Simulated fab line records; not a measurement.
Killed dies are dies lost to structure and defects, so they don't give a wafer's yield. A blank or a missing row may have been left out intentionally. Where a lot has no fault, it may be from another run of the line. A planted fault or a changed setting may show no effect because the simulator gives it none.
fab line records    flow ritCmos
record lots=14  wafers=42  lastDay=7
route steps=202 shown ACTIVE@15 NLDD@109 SILICIDE@165 CONTACT@181 M1@202
lots that met no fault: taken from a fault-free run of the same line
startH: the number of hours between the record's first day and the start of the first shown wafer of the lot    waitH: hours since the lot's step before    " same as the row above    L1.1+2: several wafers, shown together as one row    - value missing, or start not given    * or withheld: withheld    < > ~ a bound
route shown NAME@n: a module of which the file shows steps, and the number in the route of the first    usual: the fault-free wafers' mean and standard deviation    same: alike in all rows    chamber/n: place in a boat    sites: per-site readings    _std_site: the values' standard deviation    _edge_site: mean of outer sites minus mean of inner sites    radiusMm: how far each site lies from the wafer's centre    mask NAME#n: copy n    behind: the most recent tool/chamber to have shaped the wafer    hold: reason for holding the lot/hours on hold/outcome of the hold    device: whichever transistor did not switch (one of n, p or np)    end of line: tests of these same wafers at the route's end    a step with no rows: only its recipe    killed: dies lost to structure and defects at the first sort, not the wafer's yield    map: a wafer's dies, marking killed ones x, the rest . and places with no die _
set.NAME: the setting the step ran with; set.NAME@STEP: the setting that earlier step ran with    model.NAME: the simulator's own value behind a step, which no gauge read
route steps across a sampled set of lots; one table per step, one row per wafer
services: the hour from which a tool's chamber was out of use, counted from the record's first day as startH (under 0 if before that day), plus the number of hours and why
## steps
# step RIT_ACTIVE_STRIP_14
# recipe chemistry=O2  timeS=180  resist=NOVOLAK  platenTempC=withheld  powerW=500  pressureMtorr=4000  o2FlowSccm=4000
# usual drypumpMotorCurrentA=5.8/0.34
lot.wafer  tool            chamber  startH  waitH  drypumpMotorCurrentA  rfHoursCounterH
L482.1     plasmaAsher-01  0        19.97   0.1    5.9                   38
L482.2     "               1        "       "      5.4                   38
L482.6     "               1        "       "      5.5                   -
L483.2     plasmaAsher-02  0        24.87   0.1    5.6                   39
L483.4     "               0        "       "      5.6                   -
L483.6     "               0        "       "      5.6                   -
L484.1     plasmaAsher-04  0        29.84   0.1    5.5                   39
L484.4     "               0        "       "      5.5                   -
L484.6     "               0        "       "      5.4                   -
L485.1     plasmaAsher-04  1        36.07   0.1    6.5                   39
L485.3     "               0        "       "      5.5                   -
L485.4     "               1        "       "      6.5                   -
L486.1     plasmaAsher-01  0        41.37   0.1    5.9                   40
L486.3     "               0        "       "      5.9                   -
L486.5     "               0        "       "      5.9                   -
L487.1     plasmaAsher-04  0        45.25   0.1    5.5                   40
L487.3     "               0        "       "      5.4                   -
L487.6     "               1        "       "      6.5                   -
L488.1     plasmaAsher-04  0        51.01   0.1    5.5                   41
L488.2     "               1        "       "      6.5                   41
L488.3     "               0        "       "      5.4                   -
L490.1     plasmaAsher-01  0        61.87   0.1    5.9                   42
L490.3     "               1        "       "      5.4                   -
L490.4     "               0        "       "      5.9                   -
L492.2     plasmaAsher-01  0        69.97   0.1    5.9                   43
L492.3     "               0        "       "      5.9                   -
L492.6     "               0        "       "      5.9                   -
L494.2     plasmaAsher-02  0        82.14   0.1    5.6                   45
L494.5     "               1        "       "      5.7                   -
L494.6     "               0        "       "      5.6                   -
L495.2     plasmaAsher-01  1        85.40   0.1    5.4                   45
L495.3     "               1        "       "      5.4                   -
L495.6     "               0        "       "      5.9                   -
L497.1     plasmaAsher-01  1        97.88   0.1    5.4                   47
L497.3     "               1        "       "      5.4                   -
L497.4     "               0        "       "      5.9                   -
L498.4     plasmaAsher-04  0        100.60  0.1    5.5                   -
L498.5     "               1        "       "      6.5                   -
L498.6     "               0        "       "      5.5                   -
L500.1     plasmaAsher-01  0        110.12  0.1    5.9                   48
L500.2     "               1        "       "      5.4                   48
L500.4     "               1        "       "      5.4                   -
# step RIT_NLDD_OVL_MEAS_06
# usual NLDD_OVL=0.1/1.2
lot.wafer  tool        chamber  startH  waitH  NLDD_OVL[nm]
L482.1     overlay-01  -        52.42   -      -0.1
L482.2     "           -        "       "      1.0
L482.6     "           -        "       "      0.0
L483.2     overlay-01  -        57.91   -      1.7
L483.4     "           -        "       "      3.0
L483.6     "           -        "       "      1.8
L484.1     overlay-01  -        63.17   -      -1.0
L484.4     "           -        "       "      0.2
L484.6     "           -        "       "      0.1
L485.1     overlay-01  -        65.72   -      -1.2
L485.3     "           -        "       "      0.1
L485.4     "           -        "       "      -1.7
L486.1     overlay-01  -        71.12   -      -1.3
L486.3     "           -        "       "      -0.8
L486.5     "           -        "       "      -0.7
L487.1     overlay-02  -        77.14   -      0.7
L487.3     "           -        "       "      0.1
L487.6     "           -        "       "      0.2
L488.1     overlay-02  -        88.07   -      0.1
L488.2     "           -        "       "      -0.7
L488.3     "           -        "       "      1.2
L490.1     overlay-02  -        92.84   -      -0.1
L490.3     "           -        "       "      0.8
L490.4     "           -        "       "      -0.7
L492.2     overlay-01  -        103.53  -      -0.1
L492.3     "           -        "       "      0.2
L492.6     "           -        "       "      -0.7
L494.2     overlay-01  -        111.47  -      4.1
L494.5     "           -        "       "      3.4
L494.6     "           -        "       "      2.6
L495.2     overlay-01  -        116.77  -      0.4
L495.3     "           -        "       "      0.3
L495.6     "           -        "       "      -1.1
L497.1     overlay-02  -        126.62  -      0.0
L497.3     "           -        "       "      0.1
L497.4     "           -        "       "      -0.7
L498.4     overlay-02  -        131.25  -      -0.7
L498.5     "           -        "       "      -1.8
L498.6     "           -        "       "      -0.1
L500.1     overlay-01  -        142.36  -      2.5
L500.2     "           -        "       "      -0.3
L500.4     "           -        "       "      1.0
# step RIT_SILICIDE_RTA_04
# recipe tempC=650  timeS=10  idleTempC=25  rampUpS=5  rampDownS=5  coolToC=25  ambient=N2
# usual chamberO2Ppm=1.997/0.023  wafer_temp_C_max=652.2/0.52
lot.wafer  tool          chamber  startH  waitH  chamberO2Ppm  wafer_temp_C_max
L482.1     rtpAnneal-02  0        62.32   0.1    2.004         652.6
L482.2     "             0        "       "      2.036         652.0
L482.6     "             0        "       "      2.016         652.2
L483.2     rtpAnneal-02  0        66.63   0.1    2.019         652.0
L483.4     "             0        "       "      1.989         652.5
L483.6     "             0        "       "      1.976         652.9
L484.1     rtpAnneal-02  0        72.02   0.1    2.027         652.8
L484.4     "             0        "       "      1.984         652.8
L484.6     "             0        "       "      1.967         653.0
L485.1     rtpAnneal-01  0        74.58   0.1    1.959         652.2
L485.3     "             0        "       "      1.951         651.7
L485.4     "             0        "       "      1.963         652.7
L486.1     rtpAnneal-02  0        79.84   0.1    2.003         653.2
L486.3     "             0        "       "      2.009         652.0
L486.5     "             0        "       "      2.035         652.4
L487.1     rtpAnneal-01  0        86.39   0.1    1.997         650.9
L487.3     "             0        "       "      1.979         652.3
L487.6     "             0        "       "      2.007         652.2
L488.1     rtpAnneal-02  0        96.77   0.1    1.975         652.8
L488.2     "             0        "       "      1.978         652.1
L488.3     "             0        "       "      1.989         652.2
L490.1     rtpAnneal-02  0        102.11  0.1    1.993         652.1
L490.3     "             0        "       "      2.035         652.0
L490.4     "             0        "       "      2.029         652.4
L492.2     rtpAnneal-02  0        112.74  0.1    1.968         652.6
L492.3     "             0        "       "      2.004         652.1
L492.6     "             0        "       "      1.987         651.4
L494.2     rtpAnneal-02  0        120.58  0.1    2.032         653.2
L494.5     "             0        "       "      2.012         653.6
L494.6     "             0        "       "      2.000         653.2
L495.2     rtpAnneal-01  0        125.57  0.1    2.010         651.8
L495.3     "             0        "       "      1.973         652.0
L495.6     "             0        "       "      1.994         651.5
L497.1     rtpAnneal-01  0        135.52  0.1    1.988         651.7
L497.3     "             0        "       "      2.003         652.8
L497.4     "             0        "       "      1.996         651.4
L498.4     rtpAnneal-02  0        140.29  0.1    1.977         722.6
L498.5     "             0        "       "      1.959         722.4
L498.6     "             0        "       "      1.990         722.7
L500.1     rtpAnneal-02  0        151.07  0.1    1.993         722.0
L500.2     "             0        "       "      2.012         722.4
L500.4     "             0        "       "      1.929         723.1
# step RIT_CONTACT_CD_MEAS_90
# recipe targetCdNm=1000
# usual cdNm=1000.2/2
lot.wafer  tool      chamber  startH  waitH  cdNm
L482.1     cdSem-01  -        64.43   0.1    1001.1
L482.2     "         -        "       "      999.1
L482.6     "         -        "       "      999.8
L483.2     cdSem-01  -        68.69   0.1    997.9
L483.4     "         -        "       "      999.7
L483.6     "         -        "       "      999.9
L484.1     cdSem-01  -        74.07   0.1    1002.7
L484.4     "         -        "       "      1003.8
L484.6     "         -        "       "      1003.9
L485.1     cdSem-01  -        76.50   0.1    1005.0
L485.3     "         -        "       "      1001.9
L485.4     "         -        "       "      1004.7
L486.1     cdSem-01  -        81.89   0.1    1000.9
L486.3     "         -        "       "      1001.8
L486.5     "         -        "       "      1002.0
L487.1     cdSem-02  -        88.32   0.1    1003.2
L487.3     "         -        "       "      999.6
L487.6     "         -        "       "      1001.7
L488.1     cdSem-02  -        98.85   0.1    1000.6
L488.2     "         -        "       "      1002.7
L488.3     "         -        "       "      1000.0
L490.1     cdSem-02  -        104.10  0.1    999.7
L490.3     "         -        "       "      1000.9
L490.4     "         -        "       "      1001.6
L492.2     cdSem-02  -        114.86  0.1    999.2
L492.3     "         -        "       "      998.7
L492.6     "         -        "       "      999.1
L494.2     cdSem-02  -        122.65  0.1    1000.7
L494.5     "         -        "       "      997.1
L494.6     "         -        "       "      998.5
L495.2     cdSem-02  -        127.64  0.1    999.1
L495.3     "         -        "       "      1000.3
L495.6     "         -        "       "      998.9
L497.1     cdSem-02  -        137.57  0.1    1001.1
L497.3     "         -        "       "      1002.0
L497.4     "         -        "       "      1001.9
L498.4     cdSem-01  -        142.42  0.1    998.9
L498.5     "         -        "       "      999.0
L498.6     "         -        "       "      997.3
L500.1     cdSem-02  -        153.00  0.1    999.2
L500.2     "         -        "       "      1001.5
L500.4     "         -        "       "      1000.4
# step RIT_M1_PROBE_99
# usual killedAtContacts=0.1/0.25  killedAtFrontEnd=6.8/2.7  killedDies=6.8/2.7  killedOpen=3.4/1.8  killedShort=3.5/1.7
# same grossDies=264  killed_at_M0_to_M3=0  killed_at_M4_up=0  killedAtBackSide=0  killedAtOther=0
lot.wafer  tool       chamber  startH  waitH  killedAtContacts  killedAtFrontEnd  killedDies  killedOpen  killedShort
L497.1     prober-01  -        142.10  0.1    0                 8                 8           4           4
L497.3     prober-01  -        142.20  0.2    0                 5                 5           4           1
L497.4     prober-01  -        142.25  0.2    0                 3                 3           1           2
# killed by level:class
L497.1 SPACER:geometricParticle:short=2 SILICIDE:geometricParticle:open=2 FOX1:geometricParticle:open=1 GATE:geometricParticle:short=1 GATE:geometricParticle:open=1 SILICIDE:geometricParticle:short=1
L497.3 GATE:geometricParticle:open=4 REOX:geometricParticle:short=1
L497.4 FOX1:geometricParticle:short=1 REOX:geometricParticle:short=1 SILICIDE:geometricParticle:open=1
## services
tool            chamber  startH  hours  kind
plasmaAsher-01  -        14.30   2.7    repair
rtpAnneal-01    -        66.52   0.7    pm
plasmaAsher-04  -        78.79   21.3   repair
plasmaAsher-04  -        108.75  9.0    pm
plasmaAsher-04  0        108.75  9.0    ventCycle
plasmaAsher-04  1        108.75  9.0    ventCycle
plasmaAsher-04  0        117.75  -      clean
plasmaAsher-04  1        117.75  -      clean
plasmaAsher-02  -        126.35  4.3    pm
## key
firstSign step=RIT_SILICIDE_RTA_04  reading=wafer_temp_C_max  direction=up  sigmas=99+  usual=*  struck=*
effect none on later readings
metAt RIT_SILICIDE_RTA_04
struckLots L498,L500
testerLeftOut L498,L500
notActingAt RIT_ACTIVE_STRIP_14,RIT_NLDD_OVL_MEAS_06,RIT_CONTACT_CD_MEAS_90
onsetBetween 120.58 140.29
fault kind=processParameterDrift  tool=rtpAnneal-02  chamber=-  onsetH=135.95  steps=RIT_SILICIDE_RTA_04  channel=tempC  offset=*  shape=step  endH=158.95  actsIn=*  stated=*
# testerLeftOut: of these lots the tester's yield and bins aren't shown, on N5 and GAA mostly nor the transistor test; their killed dies are dies lost to structure and defects alone, not to doping, threshold or leakage, so they don't give the yield
